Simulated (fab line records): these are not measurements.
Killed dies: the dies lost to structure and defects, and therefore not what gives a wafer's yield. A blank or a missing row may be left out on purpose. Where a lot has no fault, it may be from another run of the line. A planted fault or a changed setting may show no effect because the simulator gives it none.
Which tool did it? -- flow rit-cmos -- 39 wafers from 13 lots sampled at 3 of the route's 202 steps

WHAT THE GAUGES READ, wafer by wafer
RIT_M1_RS_MEAS_01: uses a four-point probe to measure.
lot,measured,on,M1_AL_RS (ohm/sq)
L361,day 3 14:41,film-metro-01,0.0737 0.0736 0.0731
L362,day 3 21:47,film-metro-02,0.0749 0.0751 0.0744
L363,day 3 23:13,film-metro-02,0.0739 0.0736 0.0733
L367,day 4 17:23,film-metro-02,0.0734 0.0722 0.0742
L370,day 5 11:47,film-metro-02,0.0466 0.0744 0.0733
L371,day 5 15:56,film-metro-04,0.0742 0.0723 0.0736
L374,day 6 12:01,film-metro-02,0.0743 0.0732 0.0734
L376,day 7 00:29,film-metro-04,0.0739 0.0736 0.0736
L378,day 7 04:44,film-metro-01,0.0743 0.0725 0.0740
L380,day 7 18:37,film-metro-02,0.0735 0.0745 0.0733
L381,day 7 22:53,film-metro-02,0.0736 0.0746 0.0741
L382,day 8 02:53,film-metro-04,0.0749 0.0727 0.0743
L383,day 8 07:10,film-metro-02,0.0730 0.0722 0.0735

RIT_M1_THK_MEAS_02: measures by xrf.
lot,measured,on,M1_AL_THK (nm)
L361,day 3 14:49,film-metro-01,397 397 400
L362,day 3 21:53,film-metro-02,393 392 393
L363,day 3 23:19,film-metro-02,395 399 399
L367,day 4 17:30,film-metro-02,394 404 391
L370,day 5 11:55,film-metro-02,625 394 398
L371,day 5 16:03,film-metro-04,393 404 398
L374,day 6 12:08,film-metro-02,397 403 396
L376,day 7 00:37,film-metro-04,393 396 397
L378,day 7 04:50,film-metro-01,394 405 394
L380,day 7 18:44,film-metro-02,398 393 401
L381,day 7 23:00,film-metro-02,398 391 394
L382,day 8 03:01,film-metro-04,392 402 394
L383,day 8 07:17,film-metro-02,401 405 397

WHICH TOOL RAN EACH LOT (tool, then ch and the chambers of the sampled wafers, then the start)
lot,RIT_M1_SPUTTER_00
L361,"pvd-sputter-01, day 3 14:23"
L362,"pvd-sputter-02, day 3 21:27"
L363,"pvd-sputter-01, day 3 22:53"
L367,"pvd-sputter-03, day 4 17:05"
L370,"pvd-sputter-01, day 5 11:29"
L371,"pvd-sputter-02, day 5 15:38"
L374,"pvd-sputter-02, day 6 11:44"
L376,"pvd-sputter-02, day 7 00:12"
L378,"pvd-sputter-03, day 7 04:25"
L380,"pvd-sputter-03, day 7 18:20"
L381,"pvd-sputter-02, day 7 22:35"
L382,"pvd-sputter-03, day 8 02:35"
L383,"pvd-sputter-02, day 8 06:53"
- RIT_M1_SPUTTER_00: material Al, target thk 400 nm, time 500 s.

WHAT THE TOOLS THEMSELVES READ (means of the sampled wafers that have a number; where no wafer has one, the mark that the record gives instead)
RIT_M1_SPUTTER_00.
lot,tool,throttle-valve-pct (%)
L361,pvd-sputter-01,29.9
L362,pvd-sputter-02,30.1
L363,pvd-sputter-01,29.7
L367,pvd-sputter-03,29.1
L370,pvd-sputter-01,30.2
L371,pvd-sputter-02,29.6
L374,pvd-sputter-02,29.5
L376,pvd-sputter-02,30.8
L378,pvd-sputter-03,28.5
L380,pvd-sputter-03,29.3
L381,pvd-sputter-02,29.6
L382,pvd-sputter-03,28.5
L383,pvd-sputter-02,29.7

THE ANSWER, worked out from the rows above alone
Rule: the lots themselves supply what counts as usual. Put in order of their means at a reading, lots are off if they are a third of the lots or fewer, leave a main group of 4 or more, and stand apart from it by a gap of 3 or more times the standard deviation of the main group's means; of several such gaps the widest counts. If all means in a main group match to the digits the tables above print for the reading, that group is not used. Also off: a lot with no number at a reading for which 4 or more lots have one. The other lots that the step has rows for count as sound. The gauges are gone through in route order, then the tools' own readings, and for those a lot's mean is taken as printed above. The first step at which some lot is off is used, and at that step the reading that is off furthest; a lot without a number counts as furthest.
Off: L370, seen at RIT_M1_RS_MEAS_01 (M1_AL_RS). The main group has a mean of 0.0737 ohm/sq with a standard deviation of 0.00045.
If a tool, at a process step before that reading, ran all the lots that are off and no sound lot after the first of them, it fits. The gauges at RIT_M1_RS_MEAS_01 are tried like those tools. One candidate fits, namely pvd-sputter-01 at RIT_M1_SPUTTER_00. Its last sound lot is L363 (day 3 22:53), its first lot that is off L370 (day 5 11:29): a fault that began between those two fits.

WHAT THE SIMULATOR HAD INSERTED
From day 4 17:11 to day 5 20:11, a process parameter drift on pvd-sputter-01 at RIT_M1_SPUTTER_00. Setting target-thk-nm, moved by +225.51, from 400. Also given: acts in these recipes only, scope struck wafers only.
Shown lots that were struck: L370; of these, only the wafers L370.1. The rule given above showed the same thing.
